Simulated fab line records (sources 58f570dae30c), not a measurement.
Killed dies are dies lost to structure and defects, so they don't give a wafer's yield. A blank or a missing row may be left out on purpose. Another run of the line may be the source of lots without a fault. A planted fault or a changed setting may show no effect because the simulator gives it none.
Matching of chambers | flow berkeley-cmos170 | UCB170_GATE_ETCH_15 on rie-si-01 has 4 sister chambers
The step etches poly-Si in HBr/Cl2, stops on SiO2, time 56.3 s, target depth 278.2 nm. 4 wafers are shown with their chamber, then 7 later ones without.

## WAFERS, EACH WITH ITS CHAMBER
wafer  | chamber | throttle-valve-pct (%)
L316.1 | 2       | 26.34
L316.2 | 0       | 26.45
L324.6 | 1       | 26.47
L327.5 | 3       | 26.18

## WAFERS WITH NO CHAMBER GIVEN
wafer  | throttle-valve-pct (%)
L327.6 | 26.35
L330.2 | 26.48
L330.3 | 26.36
L330.6 | 26.47
L328.1 | 26.46
L328.4 | 26.44
L328.6 | 26.45

## CHAMBER TAKEN BY EACH
wafer  | from the rows above     | in truth
L327.6 | 2                       | 2
L330.2 | can't be placed: 1 or 0 | 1
L330.3 | 2                       | 2
L330.6 | can't be placed: 1 or 0 | 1
L328.1 | can't be placed: 1 or 0 | 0
L328.4 | can't be placed: 0 or 1 | 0
L328.6 | can't be placed: 0 or 1 | 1
2 of 7 placed correctly. Not placeable from these rows: 5 (in 5, the candidates include the true chamber). Placed wrongly: 0.
How it was worked out, from the rows above alone: a wafer's distance from a chamber is the root of the sum, over the readings, of the square of ((its reading less the chamber's mean) divided by the reading's scatter). The wafer belongs to the nearest chamber; if the next one is less than 2 further off, it can't be placed. For every chamber, the mean is computed from those of its wafers that are shown. The scatter (one wafer shown for each chamber): square how far every hidden wafer sits from the nearest shown wafer, average those squares and take the square root.
